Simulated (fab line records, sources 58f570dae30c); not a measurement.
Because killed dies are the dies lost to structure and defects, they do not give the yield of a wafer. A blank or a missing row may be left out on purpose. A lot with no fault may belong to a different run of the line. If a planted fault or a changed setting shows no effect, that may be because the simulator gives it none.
Comparing a struck lot with a sound one -- flow berkeley cmos170 -- 17 steps out of a route of 331
Sound: wafers L865.2, L865.3, L865.6. Wafers L875.3, L875.4, L875.6 were the ones struck. Last of all comes the cause.
Each step with rows lists, per side, the tool, then ch with its chambers, then its first start. Under that, the readings that differ: sound wafers -- struck wafers -- difference of the means -- sigmas: that difference in standard deviations of wafers without a fault.
alike: a reading whose means differ by less than 2 such deviations, as well as words and numbers matching on both sides. not compared: withheld readings; readings where some wafer has no value; bounds like >300 that might hide an equal value; numbers whose values overlap and for which the record gives no deviation.
A row with sigmas, a row that says differs or no value, or rows on one side alone: a step with any of these is where the two part. Non-overlapping numbers with no deviation appear without sigmas and do not part them. A reading missing from all wafers of one side parts the sides only when that side holds two or more wafers.

first, 3 steps without rows for these wafers: UCB170_PSD_EXPOSE_03 (exposes mask PSELECT MOD, target cd 1200 nm); UCB170_PSD_PEB_04; UCB170_PSD_DEVELOP_05 (develop time 45 s).
UCB170_PSD_CD_MEAS_06: target cd 1200 nm.
  struck on cd sem-01, day 9 21:34; sound on cd sem-01, day 7 23:12
  alike: cd nm
UCB170_PSD_OVL_MEAS_07:
  struck on overlay-02, day 9 21:39; sound on overlay-02, day 7 23:19
  alike: PSD_OVL
following that, these wafers have no rows for 1 step: UCB170_PSD_IMPLANT_08.
UCB170_PSD_STRIP_09: strips in O2.
  sound on plasma asher-03 ch 0,1, day 7 23:29; struck on plasma asher-02 ch 0,1, day 9 21:52
  alike: drypump motor current A, oes product au, strip time to endpoint s
  not compared: rf hours counter h
UCB170_PSD_TW_MEAS_10:
  struck on film metro-02, day 9 21:56; sound on film metro-03, day 7 23:36
  alike: PSD_TW
then, 4 steps without rows for these wafers: UCB170_PSD_CLEAN_11 (cleans in SPM, time 600 s); UCB170_NSD_HMDS_00 (prime time 60 s); UCB170_NSD_COAT_01 (resist thk 900 nm); UCB170_NSD_SOFTBAKE_02 (time 60 s).
UCB170_NSD_EXPOSE_03: exposes mask NSELECT MOD, target cd 1200 nm.
  sound on krf scanner-02 ch 0, day 8 01:29; struck on krf scanner-02 ch 0, day 9 22:46
reading,sound,struck,difference,sigmas
exposure dose mJ cm2,29.980 30.029 30.008,29.656 29.694 29.675,-0.331,-11
  alike: mask
then, 2 steps without rows for these wafers: UCB170_NSD_PEB_04; UCB170_NSD_DEVELOP_05 (develop time 45 s).
UCB170_NSD_CD_MEAS_06: target cd 1200 nm.
  struck on cd sem-01, day 9 23:31; sound on cd sem-02, day 8 01:55
reading,sound,struck,difference,sigmas
cd nm (nm),1200.9 1200.6 1200.6,1204.2 1198.9 1208.6,+3.2,+2
  not compared: hold
UCB170_NSD_OVL_MEAS_07:
  struck on overlay-02, day 10 02:22; sound on overlay-01, day 8 02:01
reading,sound,struck,difference,sigmas
hold,- - -,await dispo/2.8h/release await dispo/2.8h/release await dispo/2.8h/release,no value on the sound wafers,
  alike: NSD_OVL

== WHERE THEY PART ==
First at UCB170_NSD_EXPOSE_03; last, within this record, at UCB170_NSD_OVL_MEAS_07.

WHY: what had been put in by the simulator
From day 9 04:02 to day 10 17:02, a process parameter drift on krf scanner-02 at UCB170_NSD_EXPOSE_03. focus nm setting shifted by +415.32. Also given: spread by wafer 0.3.
